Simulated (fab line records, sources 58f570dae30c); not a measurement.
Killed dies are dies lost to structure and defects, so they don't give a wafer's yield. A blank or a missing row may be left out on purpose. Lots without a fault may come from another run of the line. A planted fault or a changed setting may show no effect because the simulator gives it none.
Split-lot experiment | flow berkeley_cmos170 | 5 lots, 27 wafers read, on a route of 331 steps

THE SPLIT
At UCB170_GATE_OXIDATION_01 (target thk 6.6 nm, ox time 1800 s), the setting ox_time_s was moved away from the recipe's 1800 s on 18 of the 27 wafers read, by -23.1% to +45.6%. The other wafers ran this setting at the recipe's value.

The file shows no step between the split and the reading.

THE READING
GATE_OXIDE_THK, in nm, at UCB170_GATE_THK_MEAS_02. Fault-free wafers of this fab line usually give 6.53 nm, standard deviation 0.13 nm.

wafer  | tool, chamber at the split | ox_time_s as run, s | against the recipe | GATE_OXIDE_THK, nm | against lot-mates on the recipe
L075.1 | -, -                       | 2480                | +37.8%             | 8.21               | no lot-mate on the recipe
L075.2 | -, -                       | 2480                | +37.8%             | 8.32               | no lot-mate on the recipe
L075.3 | -, -                       | 2480                | +37.8%             | 8.22               | no lot-mate on the recipe
L075.4 | -, -                       | 2480                | +37.8%             | 8.36               | no lot-mate on the recipe
L075.5 | -, -                       | 2480                | +37.8%             | 8.20               | no lot-mate on the recipe
L075.6 | -, -                       | 2480                | +37.8%             | 8.33               | no lot-mate on the recipe
L078.1 | -, -                       | 2621                | +45.6%             | 8.58               | no lot-mate on the recipe
L078.2 | -, -                       | 2621                | +45.6%             | 8.67               | no lot-mate on the recipe
L078.3 | -, -                       | 2621                | +45.6%             | 8.71               | no lot-mate on the recipe
L078.4 | -, -                       | 2621                | +45.6%             | 8.59               | no lot-mate on the recipe
L078.5 | -, -                       | 2621                | +45.6%             | 8.69               | no lot-mate on the recipe
L078.6 | -, -                       | 2621                | +45.6%             | 8.54               | no lot-mate on the recipe
L080.1 | -, -                       | 1800                | recipe             | 6.39               | -
L080.2 | -, -                       | 1800                | recipe             | 6.44               | -
L080.3 | -, -                       | 1800                | recipe             | 6.37               | -
L080.4 | -, -                       | 1800                | recipe             | 6.30               | -
L080.5 | -, -                       | 1800                | recipe             | 6.61               | -
L080.6 | -, -                       | 1800                | recipe             | 6.33               | -
L083.1 | furnace-02, 0              | 1800                | recipe             | 6.52               | -
L083.2 | furnace-02, 0              | 1800                | recipe             | 6.47               | -
L083.4 | furnace-02, 0              | 1800                | recipe             | 6.56               | -
L084.1 | -, -                       | 1385                | -23.1%             | 5.46               | no lot-mate on the recipe
L084.2 | -, -                       | 1385                | -23.1%             | 5.55               | no lot-mate on the recipe
L084.3 | -, -                       | 1385                | -23.1%             | 5.37               | no lot-mate on the recipe
L084.4 | -, -                       | 1385                | -23.1%             | 5.27               | no lot-mate on the recipe
L084.5 | -, -                       | 1385                | -23.1%             | 5.26               | no lot-mate on the recipe
L084.6 | -, -                       | 1385                | -23.1%             | 5.44               | no lot-mate on the recipe

THE FIT
A straight line over all 27 wafers: GATE_OXIDE_THK changes by +0.0475 nm for each +1% of ox_time_s; r = +1.00; the points scatter about the line by 0.092 nm.
Too few moved wafers have a lot-mate on the recipe to fit a line with each lot's own level taken away.

THE WHOLE CHAIN: every reading that the file lists as answering this split, in the file's order
step                     | what it does                                                                 | reading                                                                           | change (the file's fit)                | r (the file's)
UCB170_GATE_OXIDATION_01 | target thk 6.6 nm, ox time 1800 s                                            | SiO2_of_GATE_OXIDATION_01.thk_nm (the simulator's own value, which no gauge read) | +0.0473 nm for each +1% of the setting | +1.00
UCB170_GATE_THK_MEAS_02  |                                                                              | GATE_OXIDE_THK                                                                    | +0.0475 for each +1% of the setting    | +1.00
UCB170_GATE_ETCH_15      | etches poly-Si in HBr/Cl2, stops on SiO2, time 56.3 s, target depth 278.2 nm | SiO2_of_GATE_OXIDATION_01.thk_nm (the simulator's own value, which no gauge read) | +0.0476 nm for each +1% of the setting | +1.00
UCB170_M3_PROBE_99       |                                                                              | etest.pmos_0p6.r_on_ohm_um (the simulator's own value, which no gauge read)       | +42.2 for each +1% of the setting      | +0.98
UCB170_M3_PROBE_99       |                                                                              | etest.pmos_0p35.r_on_ohm_um (the simulator's own value, which no gauge read)      | +23.3 for each +1% of the setting      | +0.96
UCB170_M3_PROBE_99       |                                                                              | etest.nmos_0p6.r_on_ohm_um (the simulator's own value, which no gauge read)       | +11.8 for each +1% of the setting      | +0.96

THE FILE'S OWN FIT
GATE_OXIDE_THK changes by +0.0475 nm for each +1% of ox_time_s, r = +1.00.
